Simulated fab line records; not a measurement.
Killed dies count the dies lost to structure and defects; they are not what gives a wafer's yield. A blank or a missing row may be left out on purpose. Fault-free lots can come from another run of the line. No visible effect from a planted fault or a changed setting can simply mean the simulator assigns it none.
What tool caused it?	flow berkeley cmos170	24 lots, 72 wafers sampled, at 6 steps of a route of 331

== WHAT THE GAUGES READ, wafer by wafer ==
UCB170_PWELL_THK_MEAS_03.
lot	measured	on	PWELL_OXIDE_THK (nm)
L074	day 3 00:56	film metro-03	25.9 25.9 25.9
L075	day 3 09:10	film metro-02	26.3 26.7 26.6
L076	day 3 09:11	film metro-04	27.7 27.4 27.3
L077	day 3 15:23	film metro-03	25.6 25.4 25.6
L078	day 3 19:23	film metro-04	26.4 26.7 26.6
L079	day 3 19:24	film metro-03	25.9 25.9 26.2
L080	day 4 07:50	film metro-04	26.7 27.4 27.2
L082	day 4 14:10	film metro-02	27.1 27.1 26.9
L081	day 4 14:10	film metro-03	26.5 26.7 26.5
L083	day 4 14:10	film metro-04	27.1 27.2 26.8
L084	day 5 02:06	film metro-04	26.9 27.1 26.9
L085	day 5 02:07	film metro-03	25.3 26.0 25.2
L086	day 5 08:56	film metro-04	26.8 26.9 27.1
L087	day 6 00:59	film metro-02	26.5 25.7 26.1
L088	day 6 00:59	film metro-03	26.9 26.3 27.3
L089	day 6 05:40	film metro-02	27.4 27.5 27.1
L091	day 6 05:43	film metro-02	26.6 26.7 27.2
L090	day 6 05:46	film metro-02	25.9 25.7 25.7
L092	day 6 17:46	film metro-03	25.8 25.7 25.9
L093	day 6 17:45	film metro-02	26.3 26.4 26.4
L094	day 6 20:08	film metro-03	26.5 26.3 26.6
L095	day 6 20:10	film metro-02	26.7 26.1 26.4
L096	day 7 02:43	film metro-03	27.0 26.9 27.0
L097	day 7 09:44	film metro-02	27.2 27.4 27.2

UCB170_PWELL_OVL_MEAS_13.
lot	measured	on	PWELL_OVL (nm)
L074	day 3 10:46	overlay-02	4 -1 7
L075	day 3 18:19	overlay-02	7 -1 6
L076	day 3 18:13	overlay-01	-12 -1 -11
L077	day 3 23:20	overlay-02	0 1 3
L078	day 4 05:25	overlay-02	2 6 -3
L079	day 4 05:40	overlay-02	-1 0 -3
L080	day 4 17:11	overlay-02	0 -4 -4
L082	day 4 23:43	overlay-02	3 7 9
L081	day 4 23:46	overlay-01	-1 -8 -2
L083	day 4 23:59	overlay-01	7 1 2
L084	day 5 11:46	overlay-01	8 12 8
L085	day 5 11:48	overlay-02	-9 -5 -7
L086	day 5 18:18	overlay-01	-1 -3 9
L087	day 6 09:14	overlay-01	-3 4 -2
L088	day 6 08:58	overlay-01	-6 -10 -8
L089	day 6 11:17	overlay-01	-5 -1 -13
L091	day 6 11:23	overlay-02	-6 -4 1
L090	day 6 11:30	overlay-01	-6 3 5
L092	day 7 01:32	overlay-01	-2 -5 -11
L093	day 7 01:48	overlay-01	8 -2 -2
L094	day 7 03:51	overlay-02	0 0 -2
L095	day 7 03:49	overlay-01	-9 -1 0
L096	day 7 09:37	overlay-02	-6 3 -5
L097	day 7 16:08	overlay-02	4 11 6

UCB170_ACTIVE_CD_MEAS_90: target cd 1200 nm.
lot	measured	on	cd nm (nm)
L074	day 4 14:39	cd sem-02	1202.6 1203.7 1203.3
L075	day 5 01:17	cd sem-02	1202.1 1202.4 1200.9
L076	day 5 01:32	cd sem-01	1200.6 1199.7 1201.1
L077	day 5 11:29	cd sem-01	1201.5 1201.2 1201.3
L078	day 5 23:03	cd sem-02	1199.8 1200.8 1200.2
L079	day 5 23:13	cd sem-01	1198.8 1198.8 1198.9
L080	day 6 04:49	cd sem-02	1202.1 1201.6 1201.6
L082	day 6 04:04	cd sem-01	1196.9 1198.9 1199.8
L081	day 6 05:14	cd sem-01	1201.0 1201.0 1202.4
L083	day 6 04:23	cd sem-01	1198.3 1199.5 1200.6
L084	day 6 17:22	cd sem-02	1199.3 1200.8 1200.8
L085	day 6 17:41	cd sem-02	1200.6 1200.6 1201.0
L086	day 6 17:38	cd sem-01	1200.6 1201.0 1200.3
L087	day 7 11:18	cd sem-02	1201.0 1201.0 1201.5
L088	day 7 10:26	cd sem-02	1201.5 1199.0 1199.4
L089	day 7 11:33	cd sem-01	1197.5 1198.4 1196.9
L091	day 7 10:59	cd sem-01	1199.6 1200.9 1200.6
L090	day 7 10:41	cd sem-01	1197.7 1197.4 1198.1
L092	day 8 00:14	cd sem-02	1199.0 1199.8 1199.6
L093	day 8 05:38	cd sem-02	1199.6 1200.2 1199.4
L094	day 8 05:50	cd sem-02	1199.5 1198.5 1198.8
L095	day 8 05:56	cd sem-01	1198.9 1198.7 1197.8
L096	day 8 15:11	cd sem-01	1198.6 1199.4 1201.4
L097	day 8 19:55	cd sem-02	1200.6 1201.3 1199.6

UCB170_GATE_THK_MEAS_05.
lot	measured	on	GATE_POLY_THK (nm)
L074	day 6 18:38	film metro-01	213.1 214.1 214.6
L075	day 6 18:35	film metro-02	216.4 218.7 215.7
L076	day 7 02:46	film metro-02	214.7 215.9 214.7
L077	day 7 02:47	film metro-01	215.7 215.7 214.7
L078	day 7 12:31	film metro-02	214.4 215.1 214.8
L079	day 7 12:32	film metro-01	215.1 213.8 215.3
L080	day 7 18:00	film metro-01	212.8 212.5 214.1
L082	day 7 17:59	film metro-02	215.6 214.0 214.0
L081	day 7 18:04	film metro-01	212.4 213.6 214.0
L083	day 7 18:04	film metro-02	211.7 211.9 211.8
L084	day 8 07:49	film metro-01	213.3 211.8 212.3
L085	day 8 07:50	film metro-04	213.7 213.3 212.5
L086	day 8 07:53	film metro-04	214.9 213.9 212.8
L087	day 9 06:39	film metro-02	216.2 214.2 213.6
L088	day 9 06:37	film metro-01	210.0 209.7 210.3
L089	day 9 06:43	film metro-02	213.4 215.1 214.8
L091	day 9 06:39	film metro-04	212.5 214.8 213.7
L090	day 9 06:40	film metro-01	213.8 213.0 216.4
L092	day 10 03:16	film metro-04	212.5 212.2 212.6
L093	day 10 03:19	film metro-01	214.6 212.8 212.6
L094	day 10 03:15	film metro-01	218.8 218.6 216.2
L095	day 10 03:19	film metro-04	215.2 214.7 215.3
L096	day 10 14:14	film metro-04	216.6 214.3 216.3
L097	day 10 21:01	film metro-01	213.3 214.3 214.7

UCB170_M3_BOW_MEAS_20.
lot	measured	on	M3_BOW (um)
L074	day 8 15:17	film metro-01	49 35 37
L075	day 8 14:39	film metro-03	43 38 46
L076	day 9 00:16	film metro-03	27 38 31
L077	day 8 23:46	film metro-02	37 34 36
L078	day 9 06:46	film metro-03	36 31 36
L079	day 9 07:07	film metro-01	39 28 41
L080	day 9 17:32	film metro-02	46 27 38
L082	day 9 17:25	film metro-01	50 32 45
L081	day 9 18:08	film metro-02	31 32 48
L083	day 9 15:45	film metro-01	37 42 37
L084	day 10 03:38	film metro-03	37 39 34
L085	day 10 03:15	film metro-02	32 31 29
L086	day 10 02:35	film metro-03	36 35 39
L087	day 11 08:05	film metro-01	38 30 21
L088	day 11 05:08	film metro-02	43 28 47
L089	day 11 05:35	film metro-03	37 43 47
L091	day 11 08:19	film metro-02	39 40 33
L090	day 11 08:11	film metro-03	33 39 30
L092	day 12 02:12	film metro-03	36 36 48
L093	day 12 00:56	film metro-02	29 31 24
L094	day 12 01:10	film metro-03	46 41 37
L095	day 12 01:56	film metro-01	39 39 39
L096	day 12 07:37	film metro-03	53 25 48
L097	day 12 15:11	film metro-03	36 44 33

== WHICH TOOL RAN EACH LOT (tool, then ch and the chambers of the sampled wafers, then the start) ==
lot	UCB170_ZERO_ETCH_06
L074	rie diel-04 ch 1,2, day 1 21:18
L075	rie diel-01 ch 0,2,3, day 2 03:03
L076	rie diel-04 ch 1,2,3, day 2 07:35
L077	rie diel-01 ch 0,2,3, day 2 14:32
L078	rie diel-01 ch 0,2, day 2 18:08
L079	rie diel-04 ch 0,2,3, day 2 19:55
L080	rie diel-01 ch 0,1,3, day 3 05:36
L082	rie diel-01 ch 0,1,3, day 3 11:33
L081	rie diel-01 ch 0,1,2, day 3 11:48
L083	rie diel-03 ch 0,1,2, day 3 17:53
L084	rie diel-04 ch 0,2,3, day 3 23:17
L085	rie diel-03 ch 0,1, day 4 02:17
L086	rie diel-01 ch 1,2,3, day 4 06:58
L087	rie diel-01 ch 0,2,3, day 4 13:11
L088	rie diel-01 ch 1,2,3, day 4 20:06
L089	rie diel-04 ch 0,1, day 5 03:07
L091	rie diel-04 ch 0,2,3, day 5 09:29
L090	rie diel-01 ch 0,1,2, day 5 09:52
L092	rie diel-01 ch 0,2,3, day 5 16:23
L093	rie diel-01 ch 0,2, day 5 22:32
L094	rie diel-01 ch 2,3, day 6 01:23
L095	rie diel-03 ch 2,3, day 6 01:50
L096	rie diel-01 ch 2,3, day 6 08:08
L097	rie diel-01 ch 2,3, day 6 13:45
- UCB170_ZERO_ETCH_06: etches SiO2 in CHF3/CF4/Ar, time 12 s.

== AS READ BY THE TOOLS THEMSELVES (means over the sampled wafers that have a number; for cases with no such wafer, the mark the record gives instead) ==
UCB170_ZERO_ETCH_06.
lot	tool	CHF3_flow_sccm (sccm)	cf4 flow sccm (sccm)	drypump motor current A (A)	oes product au (a.u.)	throttle valve pct (%)
L074	rie diel-04	50.15	10.018	5.7	0.628	9.17
L075	rie diel-01	50.04	10.009	5.8	0.622	9.37
L076	rie diel-04	49.73	9.988	6.0	0.614	9.14
L077	rie diel-01	50.12	10.002	5.8	0.619	9.37
L078	rie diel-01	50.07	9.986	6.1	0.621	9.28
L079	rie diel-04	50.00	10.011	5.9	0.620	9.22
L080	rie diel-01	49.95	9.992	5.8	0.619	9.32
L082	rie diel-01	50.01	9.979	5.8	0.621	9.32
L081	rie diel-01	50.02	9.998	6.1	0.627	9.21
L083	rie diel-03	49.90	9.968	5.7	0.613	9.25
L084	rie diel-04	50.06	10.002	5.9	0.614	9.21
L085	rie diel-03	50.11	9.998	5.9	0.609	9.31
L086	rie diel-01	50.10	9.998	5.6	0.622	9.21
L087	rie diel-01	50.04	10.020	5.8	0.622	9.36
L088	rie diel-01	50.07	9.971	5.6	0.623	9.21
L089	rie diel-04	49.97	10.022	5.7	0.623	9.15
L091	rie diel-04	50.00	9.986	6.0	0.616	9.21
L090	rie diel-01	49.95	10.011	6.1	0.627	9.22
L092	rie diel-01	50.09	9.992	5.8	0.617	9.37
L093	rie diel-01	50.05	9.983	6.1	0.625	9.27
L094	rie diel-01	50.10	10.041	5.6	0.626	9.26
L095	rie diel-03	49.81	10.006	5.6	0.619	9.29
L096	rie diel-01	50.01	10.011	5.3	0.617	9.35
L097	rie diel-01	50.18	10.028	5.6	0.621	9.27

== THE ANSWER, worked out from the rows above alone ==
Rule: the usual values come from the lots themselves. Put in order of their means at a reading, lots are off if they are a third of the lots or fewer, leave a main group of 4 or more, and stand apart from it by a gap of 3 or more times the standard deviation of the main group's means; of several such gaps the widest counts. A main group whose means are all the same, to the digits that the tables above print for the reading, isn't used. A lot without any number at a reading at which 4 lots or more have one is off too. The other lots that the step has rows for count as sound. The gauges are gone through in route order, then the tools' own readings, and for those a lot's mean is taken as printed above. The first step at which some lot is off is used, and at that step the reading that is off furthest; a lot without a number counts as furthest.
No lot is off at any reading shown: from this, nothing can be told.

== WHAT WAS PUT IN BY THE SIMULATOR ==
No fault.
